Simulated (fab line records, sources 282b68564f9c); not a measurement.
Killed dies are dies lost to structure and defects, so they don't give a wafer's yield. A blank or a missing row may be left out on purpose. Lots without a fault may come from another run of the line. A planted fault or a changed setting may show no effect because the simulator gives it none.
Which tool did it? | flow rit_cmos | 7 lots, 21 wafers sampled, at 2 steps of a route of 202

WHAT THE GAUGES READ, wafer by wafer
RIT_SDANNEAL_RS_MEAS_04: measures by four-point-probe.
lot  | measured    | on            | PSD_RS (ohm/sq)
L761 | day 4 09:29 | film_metro-01 | 115.54 115.46 115.47
L763 | day 4 15:25 | film_metro-01 | 113.09 112.96 113.14
L765 | day 5 04:40 | film_metro-02 | 112.81 113.00 112.97
L772 | day 6 09:08 | film_metro-02 | 115.72 115.37 115.75
L776 | day 7 07:47 | film_metro-01 | 115.99 115.78 116.03
L778 | day 7 22:44 | film_metro-02 | 116.03 115.59 116.14
L780 | day 8 06:16 | film_metro-03 | 115.60 115.43 115.71

WHICH TOOL RAN EACH LOT (tool, then ch and the chambers of the sampled wafers, then the start)
lot  | RIT_SDANNEAL_RTA_03
L761 | rtp_anneal-02 ch 0, day 4 09:26
L763 | rtp_anneal-02 ch 0, day 4 15:20
L765 | rtp_anneal-02 ch 0, day 5 04:35
L772 | rtp_anneal-01 ch 0, day 6 09:05
L776 | rtp_anneal-01 ch 0, day 7 07:44
L778 | rtp_anneal-01 ch 0, day 7 22:40
L780 | rtp_anneal-01 ch 0, day 8 06:12
- RIT_SDANNEAL_RTA_03: time 5 s.

THE ANSWER, worked out from the rows above alone
Rule: what is usual is taken from the lots themselves. Put in order of their means at a reading, lots are off if they are a third of the lots or fewer, leave a main group of 4 or more, and stand apart from it by a gap of 3 or more times the standard deviation of the main group's means; of several such gaps the widest counts. A main group whose means are all the same, to the digits that the tables above print for the reading, isn't used. A lot without any number at a reading at which 4 lots or more have one is off too. The other lots that the step has rows for count as sound.
Off: L763, L765, at RIT_SDANNEAL_RS_MEAS_04 (PSD_RS). The main group: mean 115.71 ohm/sq, standard deviation 0.18.
A tool fits if, at a process step before that reading, it ran every lot that is off, and no sound lot after the first of them. The gauges at RIT_SDANNEAL_RS_MEAS_04 are tried like those tools. One fits: rtp_anneal-02 at RIT_SDANNEAL_RTA_03. Its last sound lot is L761 (day 4 09:26), its first lot that is off L763 (day 4 15:20): a fault that began between those two fits.

WHAT THE SIMULATOR HAD PUT IN
Process parameter drift: rtp_anneal-02, from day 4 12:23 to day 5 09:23, at RIT_SDANNEAL_RTA_03. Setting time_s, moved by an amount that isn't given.
Lots struck among those shown: L763, L765. The rule above found the same.
